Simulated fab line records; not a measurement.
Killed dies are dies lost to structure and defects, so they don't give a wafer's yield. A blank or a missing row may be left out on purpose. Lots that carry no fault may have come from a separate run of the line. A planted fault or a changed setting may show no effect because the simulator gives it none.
Split-lot study	flow berkeley-cmos170	on a route of 331 steps: 5 lots, 23 wafers read

ABOUT THE SPLIT
At UCB170_NLDD_IMPLANT_09, the setting energy-kev was moved away from the recipe's 30 on 7 of the 23 wafers read, by -2.6% to +4.5%. This setting was run at the recipe's value on the other wafers.

The reading is taken at the split's own step.

THE READING
implant.drp-nm (the simulator's own value, which no gauge read), in nm, at UCB170_NLDD_IMPLANT_09. There is no usual value for it anywhere in the file.

wafer	tool, chamber at the split	energy-kev as run	against the recipe	implant.drp-nm, nm	against lot-mates on the recipe
L074.1	implanter-04, 0	30	recipe	9.611	-
L074.5	implanter-04, 0	30	recipe	9.611	-
L074.6	implanter-04, 0	30	recipe	9.611	-
L076.1	implanter-04, 0	30	recipe	9.611	-
L076.3	implanter-04, 0	30	recipe	9.611	-
L076.4	implanter-04, 0	30	recipe	9.611	-
L076.5	implanter-04, 0	30	recipe	9.611	-
L076.6	implanter-04, 0	30	recipe	9.611	-
L079.2	implanter-04, 0	31.36	+4.5%	9.929	+0.318
L079.3	implanter-04, 0	31.36	+4.5%	9.929	+0.318
L079.4	implanter-04, 0	31.36	+4.5%	9.929	+0.318
L079.5	implanter-04, 0	30	recipe	9.611	-
L079.6	implanter-04, 0	30	recipe	9.611	-
L080.1	implanter-02, 0	29.21	-2.6%	9.426	-0.185
L080.2	implanter-02, 0	29.21	-2.6%	9.426	-0.185
L080.3	implanter-02, 0	30	recipe	9.611	-
L080.4	implanter-02, 0	30	recipe	9.611	-
L080.6	implanter-02, 0	30	recipe	9.611	-
L083.1	implanter-03, 0	30.87	+2.9%	9.814	+0.203
L083.5	implanter-03, 0	30.87	+2.9%	9.814	+0.203
L083.2	implanter-03, 0	30	recipe	9.611	-
L083.3	implanter-03, 0	30	recipe	9.611	-
L083.4	implanter-03, 0	30	recipe	9.611	-

THE FIT
A straight line over all 23 wafers: implant.drp-nm changes by +0.0701 nm for each +1% of energy-kev; r = +1.00; the points scatter about the line by 0.00014 nm.
The same after taking each lot's own level away (the mean of its wafers on the recipe; 23 wafers): +0.0701 nm for each +1%; r = +1.00; scatter 0.00014 nm.
On that fit, the largest move of energy-kev shifts the reading by 0.32 nm.
The lots' own levels span 9.6110 to 9.6110 nm.
The two slopes agree, so the slope changes little with the lot-to-lot level.
Check: +0.318 nm against its lot-mates is what the line predicts for one of the wafers moved furthest among these (+4.5%) when that wafer is left out of the fit. It came out at +0.318 nm against them.

ADDITIONAL SPLITS CARRIED BY THESE WAFERS
Note: prior to the reading, these wafers also went through further splits. Each is held against what the fit with the lots' levels taken away leaves over:
other split on the same wafers	wafers away from the commonest value	r with implant.drp-nm (lot level and that fit taken away)
UCB170_GATE_PEB_10 peb-temp-c	12	+0.05
UCB170_NLDD_COAT_01 resist-thk-nm	8	-0.21

THE WHOLE CHAIN: every reading that the file lists as answering this split, in the file's order
step	what it does	reading	change (the file's fit)	r (the file's)
UCB170_NLDD_IMPLANT_09		implant.rp-nm (the simulator's own value, which no gauge read)	+0.165 nm for each +1% of the setting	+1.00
UCB170_NLDD_IMPLANT_09		implant.drp-nm (the simulator's own value, which no gauge read)	+0.0702 nm for each +1% of the setting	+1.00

FILE'S OWN FIT
implant.drp-nm changes by +0.0702 nm for each +1% of energy-kev, r = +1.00.
